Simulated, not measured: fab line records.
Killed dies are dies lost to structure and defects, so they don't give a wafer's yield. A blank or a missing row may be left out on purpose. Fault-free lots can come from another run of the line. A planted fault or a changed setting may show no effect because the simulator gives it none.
fab line records	flow rit-cmos
[record] lots = 6	wafers = 18	last-day = 7
route steps=202 shown ACTIVE@7 FOX1@20 FOX2@23 NWELL@28 PWELL@39 M1@202
lots that met no fault: from a run of the same line without faults
start-h: the number of hours between the record's first day and the start of the first shown wafer of the lot	wait-h: time in hours since the lot's previous step	" repeats the value in the row above	L1.1+2: a single row standing in for several wafers	- value missing, or start not given	* or withheld: withheld	< > ~ a bound
route shown NAME@n: NAME is a module with steps in the file, n the number in the route of the first one	usual: mean/standard deviation taken from wafers without a fault	same: alike in all rows	chamber/n: place in a boat	sites: the reading at each site	_std_site: the values' standard deviation	_edge_site: outer sites' mean less inner sites'	radius-mm: for every site, how far away it sits from the centre of the wafer	mask NAME#n: copy n	behind: the tool/chamber that last shaped the wafer	hold: cause of the lot's hold/its duration in hours/its outcome	device: the n, p or np transistor that did not switch	end of line: the tests these same wafers got at the end of their route	for a step that has no rows: nothing shown but its recipe	killed: dies lost to structure and defects at the first sort, not the wafer's yield	map: the dies of a wafer, with x for killed, . for not killed, _ for no die there
set.NAME: the setting the step ran with; set.NAME@STEP: the setting that earlier step ran with	model.NAME: the simulator's own value behind a step, which no gauge read
lots at selected steps of the route; one table per step, one row per wafer
services: from which hour (start-h, from the record's first day; less than 0 if before it) a tool's chamber was out of use, for how many hours, and why
[[steps]]
[step RIT_ACTIVE_COAT_06]
[recipe] resist = NOVOLAK	spin-rpm = 3250	resist-thk-nm = 1000
[step RIT_ACTIVE_SOFTBAKE_07]
[recipe] resist = NOVOLAK	temp-c = 90	time-s = 60
[step RIT_ACTIVE_EXPOSE_08]
[recipe] mask-id = M1	na = 0.6	source-shape = conventional	sigma-outer = 0.6	target-cd-nm = 1400	dose-mj = 225
[step RIT_ACTIVE_PEB_09]
[recipe] resist = NOVOLAK	temp-c = withheld	time-s = withheld
[step RIT_ACTIVE_DEVELOP_10]
[recipe] resist = NOVOLAK	develop-time-s = 50	dev-temp-c = 23
[step RIT_ACTIVE_CD_MEAS_11]
[recipe] target-cd-nm = 1400
[usual] cd-nm = 1399.4/2.3
lot.wafer	tool	chamber	start-h	wait-h	cd-nm
L598.1	cd-sem-01	-	16.49	-	1399.9
L598.3	"	-	"	"	1400.4
L598.4	"	-	"	"	1397.9
L599.1	cd-sem-01	-	20.36	-	1398.1
L599.4	"	-	"	"	1398.7
L599.5	"	-	"	"	1398.7
L608.3	cd-sem-02	-	69.84	-	1395.5
L608.4	"	-	"	"	1395.4
L608.5	"	-	"	"	1397.0
L617.1	cd-sem-02	-	109.61	-	1401.1
L617.2	"	-	"	"	1401.7
L617.6	"	-	"	"	1404.5
L619.2	cd-sem-01	-	121.24	-	1394.6
L619.4	"	-	"	"	1392.7
L619.5	"	-	"	"	1394.2
L620.1	cd-sem-02	-	124.80	-	1398.2
L620.2	"	-	"	"	1400.3
L620.4	"	-	"	"	1400.2
[step RIT_ACTIVE_HARDBAKE_12]
[recipe] resist = NOVOLAK	temp-c = 140	time-s = 60
[step RIT_ACTIVE_ETCH_13]
[recipe] stop-on = SiO2	chemistry = SF6	target = Si3N4	time-s = 210	over-etch-frac = 0.4	SF6_flow_sccm = 200	pressure-mtorr = 260	rf-w = 125	target-depth-a = 2100
[usual] SF6_flow_sccm = 200.0/0.6	drypump-motor-current-A = 5.9/0.44	oes-product-au = 0.825/0.013	throttle-valve-pct = 7.50/0.12
lot.wafer	tool	chamber	start-h	wait-h	SF6_flow_sccm	drypump-motor-current-A	oes-product-au	rf-hours-counter-h	throttle-valve-pct
L598.1	rie-diel-02	1	16.76	0.1	199.4	6.0	0.827	17	7.54
L598.3	"	2	"	"	200.1	6.2	0.818	152	7.39
L598.4	"	3	"	"	199.2	5.8	0.798	111	7.39
L599.1	rie-diel-03	3	20.63	0.1	200.7	6.5	0.816	142	7.48
L599.4	"	0	"	"	198.9	5.9	0.822	95	7.71
L599.5	"	1	"	"	199.0	5.5	0.834	-	7.54
L608.3	rie-diel-04	0	70.23	0.1	199.9	6.5	0.817	50	7.65
L608.4	"	3	"	"	199.6	5.2	0.824	41	7.28
L608.5	"	0	"	"	200.0	6.6	0.816	-	7.66
L617.1	rie-diel-04	2	110.21	0.1	199.9	5.3	0.827	93	7.37
L617.2	"	0	"	"	200.9	6.6	0.810	51	7.65
L617.6	"	2	"	"	199.6	5.3	0.824	-	7.38
L619.2	rie-diel-02	0	121.58	0.1	200.0	5.7	0.813	145	7.51
L619.4	"	0	"	"	199.9	5.7	0.816	-	7.50
L619.5	"	3	"	"	199.7	5.8	0.803	-	7.41
L620.1	rie-diel-03	1	125.07	0.1	199.7	5.5	0.849	146	7.53
L620.2	"	0	"	"	200.6	5.9	0.830	97	7.70
L620.4	"	2	"	"	199.6	5.4	0.827	7	7.62
[step RIT_ACTIVE_STRIP_14]
[recipe] chemistry = O2	time-s = 180	resist = NOVOLAK	platen-temp-c = withheld	power-w = 500	pressure-mtorr = 4000	o2-flow-sccm = 4000
[usual] drypump-motor-current-A = 5.7/0.35
lot.wafer	tool	chamber	start-h	wait-h	drypump-motor-current-A	rf-hours-counter-h
L598.1	plasma-asher-04	0	16.90	0.1	5.3	39
L598.3	"	0	"	"	5.4	-
L598.4	"	1	"	"	5.7	-
L599.1	plasma-asher-02	1	20.76	0.1	6.5	40
L599.4	"	0	"	"	5.5	-
L599.5	"	1	"	"	6.5	-
L608.3	plasma-asher-02	0	70.42	0.1	5.5	-
L608.4	"	1	"	"	6.5	-
L608.5	"	1	"	"	6.5	-
L617.1	plasma-asher-03	1	110.35	0.1	5.5	39
L617.2	"	0	"	"	5.7	39
L617.6	"	1	"	"	5.5	-
L619.2	plasma-asher-02	1	121.71	0.1	6.5	0
L619.4	"	0	"	"	5.5	-
L619.5	"	1	"	"	6.5	-
L620.1	plasma-asher-04	0	125.21	0.1	5.3	48
L620.2	"	1	"	"	5.7	48
L620.4	"	0	"	"	5.3	-
[step RIT_ACTIVE_CD_MEAS_90]
[recipe] target-cd-nm = 1400
[usual] cd-nm = 1399.5/2.3
lot.wafer	tool	chamber	start-h	wait-h	cd-nm
L598.1	cd-sem-02	-	17.07	0.1	1400.4
L598.3	"	-	"	"	1400.6
L598.4	"	-	"	"	1397.9
L599.1	cd-sem-02	-	20.94	0.1	1398.1
L599.4	"	-	"	"	1399.0
L599.5	"	-	"	"	1399.3
L608.3	cd-sem-02	-	70.58	0.1	1395.4
L608.4	"	-	"	"	1395.8
L608.5	"	-	"	"	1396.5
L617.1	cd-sem-01	-	110.52	0.1	1400.8
L617.2	"	-	"	"	1401.2
L617.6	"	-	"	"	1404.3
L619.2	cd-sem-01	-	121.91	0.1	1394.9
L619.4	"	-	"	"	1392.8
L619.5	"	-	"	"	1394.6
L620.1	cd-sem-02	-	125.39	0.1	1398.3
L620.2	"	-	"	"	1400.2
L620.4	"	-	"	"	1400.7
[step RIT_ACTIVE_CLEAN_15]
[recipe] chemistry = SC1	mix = 3:3:50	time-s = 600	temp-c = 75
[step RIT_ACTIVE_CLEAN_16]
[recipe] chemistry = dHF	dilution = 50:1	time-s = 30
[step RIT_ACTIVE_CLEAN_17]
[recipe] chemistry = SC2	mix = 3:3:50	time-s = 600	temp-c = 75	dry = n2-spin
lot.wafer	tool	chamber	start-h	wait-h
L598.1+3+4	wet-bench-04	3	17.38	0.0
L599.1+4+5	wet-bench-01	3	21.25	0.0
L608.3+4+5	wet-bench-02	0	71.02	0.0
L617.1+2+6	wet-bench-01	1	110.90	0.0
L619.2+4+5	wet-bench-04	2	122.21	0.0
L620.1+2+4	wet-bench-04	2	125.70	0.0
[step RIT_FOX1_OXIDATION_00]
[recipe] temp-c = 1100	ambient = H2O	target-thk-a = 3507	p-h2o-torr = 720	ox-time-s = 1130
[step RIT_FOX1_THK_MEAS_01]
[recipe] reads = SiO2_of_FOX1_OXIDATION_00
[usual] FOX1_OXIDE_THK = 350/7.9
lot.wafer	tool	chamber	start-h	wait-h	FOX1_OXIDE_THK[nm]
L598.1	film-metro-04	-	20.47	0.0	358
L598.3	"	-	"	"	357
L598.4	"	-	"	"	364
L599.1	film-metro-02	-	25.41	0.0	355
L599.4	"	-	"	"	355
L599.5	"	-	"	"	355
L608.3	film-metro-04	-	75.95	0.0	343
L608.4	"	-	"	"	352
L608.5	"	-	"	"	352
L617.1	film-metro-03	-	115.50	0.0	364
L617.2	"	-	"	"	366
L617.6	"	-	"	"	372
L619.2	film-metro-03	-	123.73	0.0	356
L619.4	"	-	"	"	353
L619.5	"	-	"	"	351
L620.1	film-metro-04	-	131.08	0.0	353
L620.2	"	-	"	"	350
L620.4	"	-	"	"	354
[step RIT_FOX1_WET_ETCH_02]
[recipe] chemistry = BOE	target-depth-nm = 350	time-s = 390	temp-c = 21.5	dry = n2-spin	dilution = 10:1	target = SiO2
[step RIT_FOX2_OXIDATION_00]
[recipe] temp-c = 1100	ambient = H2O	target-thk-a = 3507	p-h2o-torr = 720	ox-time-s = 1130
[step RIT_FOX2_THK_MEAS_01]
[recipe] reads = SiO2_of_FOX2_OXIDATION_00
[usual] FOX2_OXIDE_THK = 350/6.4
lot.wafer	tool	chamber	start-h	wait-h	FOX2_OXIDE_THK[nm]
L598.1	film-metro-03	-	24.94	0.0	339
L598.3	"	-	"	"	343
L598.4	"	-	"	"	342
L599.1	film-metro-03	-	28.66	0.0	343
L599.4	"	-	"	"	347
L599.5	"	-	"	"	345
L608.3	film-metro-01	-	87.02	0.0	364
L608.4	"	-	"	"	364
L608.5	"	-	"	"	367
L617.1	film-metro-03	-	118.42	0.0	351
L617.2	"	-	"	"	351
L617.6	"	-	"	"	347
L619.2	film-metro-03	-	125.44	0.0	357
L619.4	"	-	"	"	353
L619.5	"	-	"	"	354
L620.1	film-metro-04	-	133.83	0.0	340
L620.2	"	-	"	"	344
L620.4	"	-	"	"	335
[step RIT_FOX2_CLEAN_02]
[recipe] chemistry = dHF	dilution = 50:1	time-s = 180
[step RIT_FOX2_WET_ETCH_03]
[recipe] chemistry = H3PO4	target = Si3N4	target-depth-nm = 195	temp-c = 165	time-s = 2700
[step RIT_FOX2_THK_MEAS_90]
[recipe] reads = SiO2_of_FOX2_OXIDATION_00
[usual] FIELD_OXIDE_LEFT_1_THK = 323/6.4
lot.wafer	tool	chamber	start-h	wait-h	FIELD_OXIDE_LEFT_1_THK[nm]
L598.1	film-metro-04	-	25.89	0.0	312
L598.3	"	-	"	"	316
L598.4	"	-	"	"	315
L599.1	film-metro-03	-	29.80	0.0	316
L599.4	"	-	"	"	320
L599.5	"	-	"	"	318
L608.3	film-metro-03	-	87.97	0.0	336
L608.4	"	-	"	"	337
L608.5	"	-	"	"	340
L617.1	film-metro-03	-	119.30	0.0	324
L617.2	"	-	"	"	324
L617.6	"	-	"	"	320
L619.2	film-metro-03	-	126.31	0.0	330
L619.4	"	-	"	"	326
L619.5	"	-	"	"	326
L620.1	film-metro-01	-	134.71	0.0	313
L620.2	"	-	"	"	316
L620.4	"	-	"	"	307
[step RIT_NWELL_HMDS_00]
[recipe] prime-time-s = 60	prime-temp-c = 140
[step RIT_NWELL_COAT_01]
[recipe] resist = NOVOLAK	spin-rpm = 2000	resist-thk-nm = 1300
[step RIT_NWELL_SOFTBAKE_02]
[recipe] resist = NOVOLAK	temp-c = 90	time-s = 60
[step RIT_NWELL_EXPOSE_03]
[recipe] mask-id = M2	na = 0.57	target-cd-nm = 43900	dose-mj = 250
[step RIT_NWELL_PEB_04]
[recipe] resist = NOVOLAK	temp-c = withheld	time-s = withheld
[step RIT_NWELL_DEVELOP_05]
[recipe] resist = NOVOLAK	develop-time-s = 68	dev-temp-c = 23
[step RIT_NWELL_OVL_MEAS_06]
[usual] NWELL_OVL = -0.1/1.2
lot.wafer	tool	chamber	start-h	wait-h	NWELL_OVL[nm]
L598.1	overlay-01	-	26.95	-	0.1
L598.3	"	-	"	"	0.4
L598.4	"	-	"	"	-0.2
L599.1	overlay-02	-	30.74	-	0.1
L599.4	"	-	"	"	0.8
L599.5	"	-	"	"	0.0
L608.3	overlay-02	-	89.14	-	-0.1
L608.4	"	-	"	"	0.0
L608.5	"	-	"	"	0.1
L617.1	overlay-02	-	121.43	-	0.3
L617.2	"	-	"	"	-0.9
L617.6	"	-	"	"	-0.6
L619.2	overlay-02	-	127.25	-	-1.7
L619.4	"	-	"	"	-1.5
L619.5	"	-	"	"	-1.6
L620.1	overlay-01	-	135.77	-	-1.2
L620.2	"	-	"	"	-1.2
L620.4	"	-	"	"	-0.8
[step RIT_NWELL_HARDBAKE_07]
[recipe] resist = NOVOLAK	temp-c = 140	time-s = 120
[step RIT_NWELL_IMPLANT_08]
[recipe] species = P	energy-kev = 170	dose-cm2 = 5e+13	tilt-deg = 7
[step RIT_NWELL_STRIP_09]
[recipe] chemistry = O2	time-s = 180	resist = NOVOLAK	platen-temp-c = withheld	power-w = 500	pressure-mtorr = 4000	o2-flow-sccm = 4000
[usual] drypump-motor-current-A = 5.5/0.34
lot.wafer	tool	chamber	start-h	wait-h	drypump-motor-current-A	rf-hours-counter-h
L598.1	plasma-asher-03	1	27.39	0.1	5.5	32
L598.3	"	0	"	"	5.7	-
L598.4	"	1	"	"	5.5	-
L599.1	plasma-asher-01	0	31.18	0.1	6.0	24
L599.4	"	1	"	"	5.0	-
L599.5	"	1	"	"	5.0	-
L608.3	plasma-asher-04	0	89.62	0.1	5.3	-
L608.4	"	1	"	"	5.8	-
L608.5	"	1	"	"	5.7	-
L617.1	plasma-asher-04	1	121.90	0.1	5.7	48
L617.2	"	0	"	"	5.3	48
L617.6	"	1	"	"	5.7	-
L619.2	plasma-asher-01	0	127.68	0.1	6.0	34
L619.4	"	1	"	"	5.0	-
L619.5	"	0	"	"	6.0	-
L620.1	plasma-asher-01	1	136.45	0.1	5.0	35
L620.2	"	0	"	"	6.0	35
L620.4	"	0	"	"	5.9	-
[step RIT_NWELL_TW_MEAS_10]
[usual] NWELL_TW = 2146/23
lot.wafer	tool	chamber	start-h	wait-h	NWELL_TW
L598.1	film-metro-04	-	27.56	0.1	2123
L598.3	"	-	"	"	2131
L598.4	"	-	"	"	2124
L599.1	film-metro-01	-	31.35	0.1	2161
L599.4	"	-	"	"	2167
L599.5	"	-	"	"	2169
L608.3	film-metro-02	-	89.76	0.1	2152
L608.4	"	-	"	"	2160
L608.5	"	-	"	"	2152
L617.1	film-metro-04	-	122.07	0.1	2108
L617.2	"	-	"	"	2117
L617.6	"	-	"	"	2113
L619.2	film-metro-04	-	127.87	0.1	2130
L619.4	"	-	"	"	2119
L619.5	"	-	"	"	2135
L620.1	film-metro-04	-	136.63	0.1	2111
L620.2	"	-	"	"	2121
L620.4	"	-	"	"	2114
[step RIT_PWELL_HMDS_00]
[recipe] prime-time-s = 60	prime-temp-c = 140
[step RIT_PWELL_COAT_01]
[recipe] resist = NOVOLAK	spin-rpm = 2000	resist-thk-nm = 1300
[step RIT_PWELL_SOFTBAKE_02]
[recipe] resist = NOVOLAK	temp-c = 90	time-s = 60
[step RIT_PWELL_EXPOSE_03]
[recipe] mask-id = M3	na = 0.57	target-cd-nm = 43700	dose-mj = 250
[step RIT_PWELL_PEB_04]
[recipe] resist = NOVOLAK	temp-c = withheld	time-s = withheld
[step RIT_PWELL_DEVELOP_05]
[recipe] resist = NOVOLAK	develop-time-s = 68	dev-temp-c = 23
[step RIT_PWELL_OVL_MEAS_06]
[usual] PWELL_OVL = 1.1/1.4
lot.wafer	tool	chamber	start-h	wait-h	PWELL_OVL[nm]
L598.1	overlay-02	-	28.63	-	-0.1
L598.3	"	-	"	"	-0.1
L598.4	"	-	"	"	-1.0
L599.1	overlay-01	-	32.42	-	2.9
L599.4	"	-	"	"	2.7
L599.5	"	-	"	"	2.0
L608.3	overlay-02	-	90.71	-	0.4
L608.4	"	-	"	"	1.7
L608.5	"	-	"	"	1.2
L617.1	overlay-01	-	123.52	-	0.0
L617.2	"	-	"	"	0.7
L617.6	"	-	"	"	1.5
L619.2	overlay-01	-	128.80	-	0.1
L619.4	"	-	"	"	0.3
L619.5	"	-	"	"	0.2
L620.1	overlay-02	-	138.08	-	2.1
L620.2	"	-	"	"	2.1
L620.4	"	-	"	"	1.5
[step RIT_PWELL_HARDBAKE_07]
[recipe] resist = NOVOLAK	temp-c = 140	time-s = 120
[step RIT_PWELL_IMPLANT_08]
[recipe] species = B	energy-kev = 170	dose-cm2 = 7e+13	tilt-deg = 7
[step RIT_PWELL_STRIP_09]
[recipe] chemistry = O2	time-s = 180	resist = NOVOLAK	platen-temp-c = withheld	power-w = 500	pressure-mtorr = 4000	o2-flow-sccm = 4000
[usual] drypump-motor-current-A = 5.6/0.46
lot.wafer	tool	chamber	start-h	wait-h	drypump-motor-current-A	rf-hours-counter-h
L598.1	plasma-asher-02	0	29.07	0.1	5.5	40
L598.3	"	0	"	"	5.5	-
L598.4	"	1	"	"	6.5	-
L599.1	plasma-asher-01	0	32.85	0.1	6.0	25
L599.4	"	0	"	"	6.0	-
L599.5	"	1	"	"	5.0	-
L608.3	plasma-asher-04	0	91.31	0.1	5.3	-
L608.4	"	1	"	"	5.8	-
L608.5	"	0	"	"	5.3	-
L617.1	plasma-asher-01	0	124.03	0.1	6.0	33
L617.2	"	1	"	"	5.0	33
L617.6	"	0	"	"	6.0	-
L619.2	plasma-asher-01	0	129.23	0.1	6.0	34
L619.4	"	1	"	"	5.0	-
L619.5	"	1	"	"	5.0	-
L620.1	plasma-asher-01	1	138.58	0.1	5.0	35
L620.2	"	0	"	"	6.0	35
L620.4	"	1	"	"	5.0	-
[step RIT_M1_PROBE_99]
[usual] killed-at-contacts = 0.1/0.25	killed-at-front-end = 7/3.1	killed-dies = 7/3.2	killed-on-rim = 1.9/1.5	killed-open = 3.3/2	killed-short = 3.5/2
[same] gross-dies = 264	killed_at_M0_to_M3 = 0	killed_at_M4_up = 0	killed-at-back-side = 0	killed-at-other = 0
lot.wafer	tool	chamber	start-h	wait-h	killed-at-contacts	killed-at-front-end	killed-dies	killed-on-rim	killed-open	killed-short
L599.1	prober-02	-	81.95	0.1	0	6	6	1	2	4
L599.4	prober-02	-	82.10	0.2	0	9	9	1	4	5
L599.5	prober-02	-	82.15	0.2	0	3	3	0	1	2
L619.2	prober-02	-	168.89	0.1	0	10	10	7	1	1
L619.4	prober-02	-	168.99	0.2	0	10	10	6	1	2
L619.5	prober-02	-	169.04	0.2	1	13	14	9	1	5
L620.1	prober-01	-	174.70	0.1	0	7	7	5	1	1
L620.2	prober-01	-	174.75	0.1	0	13	13	7	3	3
L620.4	prober-01	-	174.85	0.2	0	12	12	6	5	1
// killed by level:class
L599.1 FOX2:geometric-particle:short=1 GATE:geometric-particle:open=1 GATE:geometric-particle:short=1 SPACER:geometric-particle:short=1 SILICIDE:geometric-particle:short=1 SILICIDE:geometric-particle:open=1
L599.4 GATE:geometric-particle:short=4 FOX1:geometric-particle:open=1 FOX2:geometric-particle:short=1 FOX2:geometric-particle:open=1 GATE:geometric-particle:open=1 REOX:geometric-particle:open=1
L599.5 GATE:geometric-particle:open=1 REOX:geometric-particle:short=1 SILICIDE:geometric-particle:short=1
L619.2 ACTIVE:unspecified=8 SILICIDE:geometric-particle:short=1 SILICIDE:geometric-particle:open=1
L619.4 ACTIVE:unspecified=7 GATE:geometric-particle:short=2 SILICIDE:geometric-particle:open=1
L619.5 ACTIVE:unspecified=8 SILICIDE:geometric-particle:short=2 GATE:geometric-particle:short=1 REOX:geometric-particle:open=1 REOX:geometric-particle:short=1 CONTACT:geometric-particle:short=1
L620.1 ACTIVE:unspecified=5 FOX2:geometric-particle:open=1 GATE:geometric-particle:short=1
L620.2 ACTIVE:unspecified=7 SILICIDE:geometric-particle:short=2 GATE:geometric-particle:short=1 REOX:geometric-particle:open=1 SPACER:geometric-particle:open=1 SILICIDE:geometric-particle:open=1
L620.4 ACTIVE:unspecified=6 GATE:geometric-particle:open=3 SILICIDE:geometric-particle:open=2 GATE:geometric-particle:short=1
// map L619.5 (x killed, . not)
________......._______
_____.............____
____...............___
___x...........x....__
__x.................._
__xx................._
_xx.....x...x.......x.
_xx...................
_.....................
_x....................
__..................._
__..................._
___.x...............__
____...............___
_____.............____
________......._______
// map L620.2 (x killed, . not)
________....x.._______
_____.............____
____...............___
___.................__
__x.................x_
__x.................._
_xxx..................
_x....................
_.x...................
_...............x.....
__..................._
__........xx........._
___.................__
____...............___
_____........x....____
________......._______
[[services]]
tool	chamber	start-h	hours	kind
plasma-asher-04	-	19.79	15.6	pm
rie-diel-04	3	21.02	3.7	repair
plasma-asher-02	-	21.58	2.8	pm
rie-diel-04	2	25.39	4.3	repair
rie-diel-04	2	46.90	12.9	repair
wet-bench-01	-	57.20	4.5	repair
rie-diel-03	3	66.73	1.3	repair
plasma-asher-03	-	67.92	3.8	repair
rie-diel-04	2	74.04	16.5	repair
rie-diel-04	3	79.36	5.8	repair
rie-diel-04	1	96.45	-	clean
rie-diel-04	1	96.45	17.8	scheduled-down
rie-diel-04	1	96.45	17.8	vent-cycle
plasma-asher-02	-	108.75	9.0	pm
plasma-asher-02	0	108.75	9.0	vent-cycle
plasma-asher-02	1	108.75	9.0	vent-cycle
plasma-asher-01	-	112.30	2.8	pm
rie-diel-02	2	112.83	11.1	repair
plasma-asher-02	0	117.75	-	clean
plasma-asher-02	1	117.75	-	clean
rie-diel-02	2	123.92	-	clean
rie-diel-02	2	123.92	16.1	scheduled-down
plasma-asher-03	-	130.17	3.4	repair
rie-diel-04	2	137.27	16.2	repair
[[key]]
[first-sign] step = RIT_M1_PROBE_99	reading = killed-on-rim	direction = up	sigmas = 3.1	usual = 1.9	struck = 6.7
effect none on later readings
met-at RIT_ACTIVE_CLEAN_17
struck-wafers L619.2,L619.4,L619.5,L620.1,L620.2,L620.4
tester-left-out L619,L620
also-fits time
[fault] kind = chamber-particle-source	tool = wet-bench-04	chamber = 2	onset-h = 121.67	steps = RIT_ACTIVE_CLEAN_17	rate-per-visit-cm2 = 0.43765	end-h = 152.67
// tester-left-out: of these lots the tester's yield and bins aren't shown, on N5 and GAA mostly nor the transistor test; their killed dies are dies lost to structure and defects alone, not to doping, threshold or leakage, so they don't give the yield
